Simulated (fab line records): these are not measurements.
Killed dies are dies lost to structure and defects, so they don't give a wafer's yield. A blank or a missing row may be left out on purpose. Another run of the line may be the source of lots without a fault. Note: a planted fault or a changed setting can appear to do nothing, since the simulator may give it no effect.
2 desks looking at one fault :: flow berkeley cmos170 :: each desk holds nothing but its own numbers, with what lay behind them at the end

THE METROLOGY DESK
What the gauges read for every lot (on any tool): the sampled wafers with a number, averaged. If a lot's mean is further than 4 standard deviations from the usual mean, the lot is out of limits and carries the mark OUT (the distance appears in the brackets).
Columns: A = cd nm at UCB170_GATE_CD_MEAS_12, usual 350.8 nm; B = NLDD_OVL at UCB170_NLDD_OVL_MEAS_07, usual 1 nm; C = SPACER_TEOS_THK at UCB170_SPACER_THK_MEAS_01, usual 376 nm
lot: L211
first seen here: day 6 16:17
A: 352.6
B: 4
C: 373

lot: L212
first seen here: day 6 16:21
A: 349.6
B: 2
C: 378

lot: L214
first seen here: day 7 05:22
A: 351.5
B: 1
C: 380

lot: L215
first seen here: day 7 12:45
A: 351.5
B: 1
C: 377

lot: L218
first seen here: day 8 00:14
A: 350.8
B: 1
C: 377

lot: L216
first seen here: day 8 01:19
A: 349.4
B: -4
C: 373

lot: L219
first seen here: day 8 01:35
A: 351.5
B: 6
C: 374

lot: L220
first seen here: day 8 04:30
A: 350.4
B: 0
C: 379

lot: L222
first seen here: day 8 16:47
A: 350.5
B: 7
C: 384

lot: L224
first seen here: day 9 05:10
A: 350.0
B: 7
C: 377

lot: L225
first seen here: day 9 11:27
A: 349.4
B: -10
C: 373

lot: L228
first seen here: day 9 21:35
A: 349.9
B: 1
C: 374

lot: L226
first seen here: day 9 21:45
A: 350.2
B: -5
C: 221 (-35) OUT

lot: L229
first seen here: day 9 21:57
A: 350.9
B: -4
C: 226 (-34) OUT
Per this desk, out of limits: L226, L229; the first was L226, day 10 04:29 (SPACER_TEOS_THK at UCB170_SPACER_THK_MEAS_01). Within limits: L211, L212, L214, L215, L218, L216, L219, L220, L222, L224, L225, L228.

DESK OF THE TOOL OWNER: pecvd-01
The tool's own readings at UCB170_SPACER_CVD_00 (deposits SiO2 from TEOS/O2, target thk 376 nm, time 47 s): means of the sampled wafers that have a number, for each lot that ran on this tool. If a lot's mean is further than 4 standard deviations from the usual mean, the lot is out of limits and carries the mark OUT (the distance appears in the brackets).
Columns: A = heater power w at UCB170_SPACER_CVD_00, usual 290 W; B = pressure mtorr at UCB170_SPACER_CVD_00, usual 8997 mTorr
lot: L214
first seen here: day 7 09:16
A: 285
B: 8992

lot: L215
first seen here: day 7 16:59
A: 324
B: 9003

lot: L218
first seen here: day 8 08:10
A: 255
B: 8996

lot: L219
first seen here: day 8 09:20
A: 298
B: 8979

lot: L222
first seen here: day 8 22:01
A: 292
B: 9010

lot: L224
first seen here: day 9 10:52
A: 239
B: 9004

lot: L226
first seen here: day 10 04:27
A: 316
B: 9007

lot: L229
first seen here: day 10 07:02
A: 316
B: 9000
Finding of this desk: none of the 8 lots has anything out of limits.

TAKEN TOGETHER
L226, L229 would have let the metrology desk raise an alarm at day 10 04:29.
The desk of the tool owner found nothing out of limits.
On record at the tool owner's desk: L226, L229, within its limits.
All the named lots went through UCB170_SPACER_CVD_00 on pecvd-01.

WHAT HAD BEEN PUT IN BY THE SIMULATOR
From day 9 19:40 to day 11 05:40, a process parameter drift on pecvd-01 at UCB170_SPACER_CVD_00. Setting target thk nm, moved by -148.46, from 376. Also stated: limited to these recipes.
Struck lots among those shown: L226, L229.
Time in hours between the start of the fault and the first out-of-limits reading at each desk: metrology desk, 9.
